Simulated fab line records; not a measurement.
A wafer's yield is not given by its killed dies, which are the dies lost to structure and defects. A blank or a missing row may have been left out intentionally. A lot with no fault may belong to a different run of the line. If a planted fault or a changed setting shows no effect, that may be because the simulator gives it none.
fab line records -- flow ritCmos
record: lots: 6, wafers: 18, lastDay: 7
route steps=202 shown PLDD@116 SPACER@125
lots untouched by any fault: they come from a run of this same line in which no faults occurred
startH: the number of hours between the record's first day and the start of the first shown wafer of the lot -- waitH: time in hours since the lot's previous step -- " identical to the entry in the row above -- L1.1+2: a row that stands for several wafers -- - no value, or no start was given -- * or withheld: withheld -- < > ~ a bound
route shown NAME@n: names a module that has steps shown in the file, with the first one's number in the route -- usual: mean/standard deviation of fault-free wafers -- same: alike in all rows -- chamber/n: place in a boat -- sites: per-site readings -- _std_site: the standard deviation of these -- _edge_site: outer sites' mean less inner sites' -- radiusMm: how far each site lies from the wafer's centre -- mask NAME#n: copy n -- behind: the tool/chamber that last shaped the wafer -- hold: the reason the lot was held/the length of the hold in hours/how it ended -- device: names the non-switching transistor (n, p or np) -- end of line: the same wafers' tests at the end of the route -- step lacking rows: just its recipe -- killed: not the wafer's yield, but the dies lost to structure and defects at the first sort -- map: per-die view of a wafer (x killed, . not killed, _ where there is no die)
set.NAME: setting as actually run; set.NAME@STEP: the setting as run at that earlier step -- model.NAME: the simulator's own value behind a step, which no gauge read
certain route steps with their lots: each step a table, each wafer a row
services: when a tool's chamber went out of use (startH, in hours from the record's first day, below 0 if earlier), for how many hours, and the reason
== steps ==
step: RIT_PLDD_SOFTBAKE_02
recipe: resist: NOVOLAK, tempC: 90, timeS: 60
step: RIT_PLDD_EXPOSE_03
recipe: maskId: M8, na: 0.57, targetCdNm: 40900, doseMj: 250
step: RIT_PLDD_PEB_04
recipe: resist: NOVOLAK, tempC: withheld, timeS: withheld
step: RIT_PLDD_DEVELOP_05
recipe: resist: NOVOLAK, developTimeS: 50, devTempC: 23
step: RIT_PLDD_OVL_MEAS_06
usual: PLDD_OVL: -0.1/1.7
lot.wafer,tool,chamber,startH,waitH,PLDD_OVL[nm]
L443.1,overlay-02,-,68.32,-,-0.6
L443.2,overlay-02,-,68.32,-,0.1
L443.5,overlay-02,-,68.32,-,2.0
L447.2,overlay-01,-,87.22,-,-1.0
L447.4,overlay-01,-,87.22,-,-1.5
L447.5,overlay-01,-,87.22,-,-0.6
L451.1,overlay-01,-,107.92,-,4.5
L451.2,overlay-01,-,107.92,-,1.3
L451.6,overlay-01,-,107.92,-,1.4
L452.1,overlay-02,-,114.61,-,-0.2
L452.2,overlay-02,-,114.61,-,0.2
L452.5,overlay-02,-,114.61,-,1.1
L459.2,overlay-02,-,151.93,-,1.6
L459.3,overlay-02,-,151.93,-,3.0
L459.5,overlay-02,-,151.93,-,1.8
L461.1,overlay-02,-,164.68,-,0.2
L461.3,overlay-02,-,164.68,-,-3.0
L461.4,overlay-02,-,164.68,-,-2.3
step: RIT_PLDD_HARDBAKE_07
recipe: resist: NOVOLAK, tempC: 140, timeS: 60
step: RIT_PLDD_IMPLANT_08
recipe: species: BF2, energyKev: 20, doseCm2: 9e+14, tiltDeg: 7
step: RIT_PLDD_STRIP_09
recipe: chemistry: O2, timeS: 180, resist: NOVOLAK, platenTempC: withheld, powerW: 500, pressureMtorr: 4000, o2FlowSccm: 4000
usual: drypumpMotorCurrentA: 5.9/0.32
lot.wafer,tool,chamber,startH,waitH,drypumpMotorCurrentA,rfHoursCounterH
L443.1,plasmaAsher-01,1,68.65,0.1,5.9,45
L443.2,plasmaAsher-01,0,68.65,0.1,5.8,45
L443.5,plasmaAsher-01,0,68.65,0.1,5.8,-
L447.2,plasmaAsher-04,0,87.55,0.1,6.3,28
L447.4,plasmaAsher-04,1,87.55,0.1,5.2,-
L447.5,plasmaAsher-04,0,87.55,0.1,6.3,-
L451.1,plasmaAsher-01,0,108.25,0.1,5.8,49
L451.2,plasmaAsher-01,1,108.25,0.1,5.9,49
L451.6,plasmaAsher-01,1,108.25,0.1,5.9,-
L452.1,plasmaAsher-03,1,114.95,0.1,6.0,48
L452.2,plasmaAsher-03,0,114.95,0.1,6.2,48
L452.5,plasmaAsher-03,1,114.95,0.1,6.0,-
L459.2,plasmaAsher-04,1,152.26,0.1,5.2,36
L459.3,plasmaAsher-04,1,152.26,0.1,5.2,-
L459.5,plasmaAsher-04,1,152.26,0.1,5.2,-
L461.1,plasmaAsher-03,0,165.13,0.1,6.2,53
L461.3,plasmaAsher-03,0,165.13,0.1,6.2,-
L461.4,plasmaAsher-03,1,165.13,0.1,6.0,-
step: RIT_PLDD_TW_MEAS_10
usual: PLDD_TW: 2357/25
lot.wafer,tool,chamber,startH,waitH,PLDD_TW
L443.1,filmMetro-01,-,68.83,0.1,2302
L443.2,filmMetro-01,-,68.83,0.1,2313
L443.5,filmMetro-01,-,68.83,0.1,2312
L447.2,filmMetro-03,-,87.74,0.1,2351
L447.4,filmMetro-03,-,87.74,0.1,2336
L447.5,filmMetro-03,-,87.74,0.1,2337
L451.1,filmMetro-02,-,108.43,0.1,2382
L451.2,filmMetro-02,-,108.43,0.1,2375
L451.6,filmMetro-02,-,108.43,0.1,2372
L452.1,filmMetro-02,-,115.12,0.1,2376
L452.2,filmMetro-02,-,115.12,0.1,2378
L452.5,filmMetro-02,-,115.12,0.1,2368
L459.2,filmMetro-02,-,152.45,0.1,2385
L459.3,filmMetro-02,-,152.45,0.1,2378
L459.5,filmMetro-02,-,152.45,0.1,2369
L461.1,filmMetro-02,-,165.30,0.1,2368
L461.3,filmMetro-02,-,165.30,0.1,2378
L461.4,filmMetro-02,-,165.30,0.1,2379
step: RIT_SPACER_CLEAN_00
recipe: chemistry: SC1, mix: 3:3:50, timeS: 600, tempC: 75
step: RIT_SPACER_CLEAN_01
recipe: chemistry: dHF, dilution: 50:1, timeS: 30
step: RIT_SPACER_CLEAN_02
recipe: chemistry: SC2, mix: 3:3:50, timeS: 600, tempC: 75, dry: n2Spin
step: RIT_SPACER_CVD_03
recipe: material: Si3N4, targetThkNm: 250, tempC: 810, precursor: SiH2Cl2/NH3, timeS: 3300, pressureMtorr: 300, sih2cl2FlowSccm: 60, nh3FlowSccm: 150
usual: nh3FlowSccm: 150.0/0.42, spikeTcSourceC: 832/3.1, zonePowerSourcePct: 18.3/1.8
lot.wafer,tool,chamber,startH,waitH,nh3FlowSccm,spikeTcSourceC,zonePowerSourcePct,model.Si3N4_of_SPACER_CVD_03.thkNm
L443.1,lpcvd-02,1,69.31,0.0,150.4,833,21.2,247.8
L443.2,lpcvd-02,1,69.31,0.0,149.3,835,21.7,246.7
L443.5,lpcvd-02,1,69.31,0.0,149.4,835,21.7,248.6
L447.2,lpcvd-02,1,88.19,0.0,149.7,835,21.5,253.6
L447.4,lpcvd-02,1,88.19,0.0,149.6,835,21.3,253
L447.5,lpcvd-02,1,88.19,0.0,149.4,835,21.6,253.5
L451.1,lpcvd-02,0,108.89,0.0,224.7,834,17.4,342.1
L451.2,lpcvd-02,0,108.89,0.0,225.2,832,17.1,338.1
L451.6,lpcvd-02,0,108.89,0.0,225.2,834,17.4,338.9
L452.1,lpcvd-02,0,115.56,0.0,225.4,835,17.3,336.2
L452.2,lpcvd-02,0,115.56,0.0,225.5,834,17.0,338.1
L452.5,lpcvd-02,0,115.56,0.0,225.3,832,17.1,339.2
L459.2,lpcvd-01,0,152.87,0.0,150.6,835,17.2,249.2
L459.3,lpcvd-01,0,152.87,0.0,150.8,836,17.1,250.3
L459.5,lpcvd-01,0,152.87,0.0,150.0,836,17.2,250.7
L461.1,lpcvd-01,1,165.78,0.0,149.6,827,17.2,247.1
L461.3,lpcvd-01,1,165.78,0.0,149.7,828,17.8,246.3
L461.4,lpcvd-01,1,165.78,0.0,149.9,830,17.4,246.9
step: RIT_SPACER_THK_MEAS_04
recipe: reads: Si3N4_of_SPACER_CVD_03
usual: SPACER_NITRIDE_THK: 250.7/2.8
lot.wafer,tool,chamber,startH,waitH,SPACER_NITRIDE_THK[nm]
L443.1,filmMetro-02,-,71.22,0.0,247.8
L443.2,filmMetro-02,-,71.22,0.0,247.0
L443.5,filmMetro-02,-,71.22,0.0,248.5
L447.2,filmMetro-04,-,90.12,0.0,253.8
L447.4,filmMetro-04,-,90.12,0.0,253.2
L447.5,filmMetro-04,-,90.12,0.0,253.3
L451.1,filmMetro-01,-,110.81,0.0,342.2
L451.2,filmMetro-01,-,110.81,0.0,337.9
L451.6,filmMetro-01,-,110.81,0.0,338.8
L452.1,filmMetro-02,-,117.48,0.0,336.2
L452.2,filmMetro-02,-,117.48,0.0,337.9
L452.5,filmMetro-02,-,117.48,0.0,339.2
L459.2,filmMetro-02,-,154.79,0.0,249.0
L459.3,filmMetro-02,-,154.79,0.0,250.4
L459.5,filmMetro-02,-,154.79,0.0,250.8
L461.1,filmMetro-04,-,167.70,0.0,247.1
L461.3,filmMetro-04,-,167.70,0.0,246.4
L461.4,filmMetro-04,-,167.70,0.0,247.0
step: RIT_SPACER_ETCHBACK_05
recipe: targetDepthA: 2500, SF6_flow_sccm: 30, CHF3_flow_sccm: 30, target: Si3N4, chemistry: SF6/CHF3, pressureMtorr: 40, rfW: 250, timeS: 240, stopOn: SiO2
usual: drypumpMotorCurrentA: 5.9/0.57, oesProductAu: 0.849/0.017, throttleValvePct: 10.25/0.15
lot.wafer,tool,chamber,startH,waitH,drypumpMotorCurrentA,oesProductAu,rfHoursCounterH,throttleValvePct,model.Si3N4_of_SPACER_CVD_03.thkNm,model.etch.depthNm
L443.1,rieDiel-04,1,71.28,0.1,6.7,0.839,8,10.23,194.7,247.8
L443.2,rieDiel-04,2,71.28,0.1,5.9,0.845,3,10.48,192.7,246.7
L443.5,rieDiel-04,0,71.28,0.1,5.3,0.832,-,10.16,195.7,248.6
L447.2,rieDiel-03,2,90.17,0.0,5.7,0.833,60,10.14,199.6,253.6
L447.4,rieDiel-03,0,90.17,0.0,5.2,0.835,23,10.34,198.4,253
L447.5,rieDiel-03,3,90.17,0.0,6.6,0.864,-,10.10,198.7,253.5
L451.1,rieDiel-02,3,110.87,0.1,6.0,1.035,80,10.08,267.7,314.7
L451.2,rieDiel-02,0,110.87,0.1,5.4,0.982,81,10.02,266.6,305.7
L451.6,rieDiel-02,3,110.87,0.1,6.0,1.023,-,10.07,265.4,313.5
L452.1,rieDiel-02,3,117.54,0.1,6.0,1.031,80,10.09,262.9,315.5
L452.2,rieDiel-02,2,117.54,0.1,6.4,1.010,137,10.53,267,303.8
L452.5,rieDiel-02,2,117.54,0.1,6.4,1.004,-,10.53,268.1,302.8
L459.2,rieDiel-04,0,154.84,0.0,5.3,0.829,7,10.14,196.4,249.2
L459.3,rieDiel-04,1,154.84,0.0,6.7,0.852,10,10.24,197.2,250.3
L459.5,rieDiel-04,2,154.84,0.0,5.8,0.850,-,10.49,196.3,250.7
L461.1,rieDiel-02,1,167.76,0.1,5.7,0.835,109,10.31,193.9,247.1
L461.3,rieDiel-02,2,167.76,0.1,6.4,0.857,138,10.49,195.3,246.3
L461.4,rieDiel-02,3,167.76,0.1,6.0,0.847,81,10.02,193.7,246.9
== services ==
tool,chamber,startH,hours,kind
rieDiel-04,3,58.87,-,clean
rieDiel-04,3,58.87,18.7,scheduledDown
rieDiel-04,3,58.87,18.7,ventCycle
rieDiel-02,3,89.32,9.2,repair
rieDiel-04,3,92.29,5.8,repair
rieDiel-04,2,105.54,3.2,repair
rieDiel-03,0,118.01,4.7,repair
rieDiel-03,3,119.72,3.0,repair
rieDiel-03,3,139.09,-,clean
rieDiel-03,3,139.09,27.4,scheduledDown
rieDiel-03,3,139.09,27.4,ventCycle
rieDiel-02,1,139.27,7.1,repair
plasmaAsher-01,-,144.01,10.0,pm
== key ==
firstSign: step: RIT_SPACER_CVD_03, reading: nh3FlowSccm, direction: up, sigmas: 99+, usual: 150.0, struck: 225.2
effect: step: RIT_SPACER_THK_MEAS_04, reading: SPACER_NITRIDE_THK, direction: up, sigmas: 31, usual: 250.7, struck: 338.7
effect: step: RIT_SPACER_ETCHBACK_05, reading: oesProductAu, direction: up, sigmas: 9.9, usual: 0.849, struck: 1.014
modelEffect: step: RIT_SPACER_CVD_03, value: Si3N4_of_SPACER_CVD_03.thkNm, without: 249.5, struck: 338.8
modelEffect: step: RIT_SPACER_ETCHBACK_05, value: Si3N4_of_SPACER_CVD_03.thkNm, without: 196.1, struck: 266.3
metAt RIT_SPACER_CVD_03
struckWafers L451.1,L451.2,L451.6,L452.1,L452.2,L452.5
rowsEnd L452.1,L452.2,L452.5
laterRowsLeftOut L451.1,L451.2,L451.6
sortLeftOut L451.1,L451.2,L451.6
testerLeftOut L451
onsetBetween 88.19 108.89
fault: kind: processParameterDrift, tool: lpcvd-02, chamber: -, onsetH: 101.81, steps: RIT_SPACER_CVD_03, channel: nh3FlowSccm, offset: 75, shape: step, endH: 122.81, actsIn: theseRecipesOnly, stated: 150
testerLeftOut: of these lots the tester's yield and bins aren't shown, on N5 and GAA mostly nor the transistor test; their killed dies are dies lost to structure and defects alone, not to doping, threshold or leakage, so they don't give the yield
sortLeftOut: the simulated sort isn't trusted on such a fault, so these wafers' sort isn't shown, and their yield isn't known
laterRowsLeftOut: the simulator's readings of these wafers behind a module that went badly wrong aren't trusted and aren't shown, but for the sort
rowsEnd: these wafers met a further fault down the route, and their rows from its step on are left out
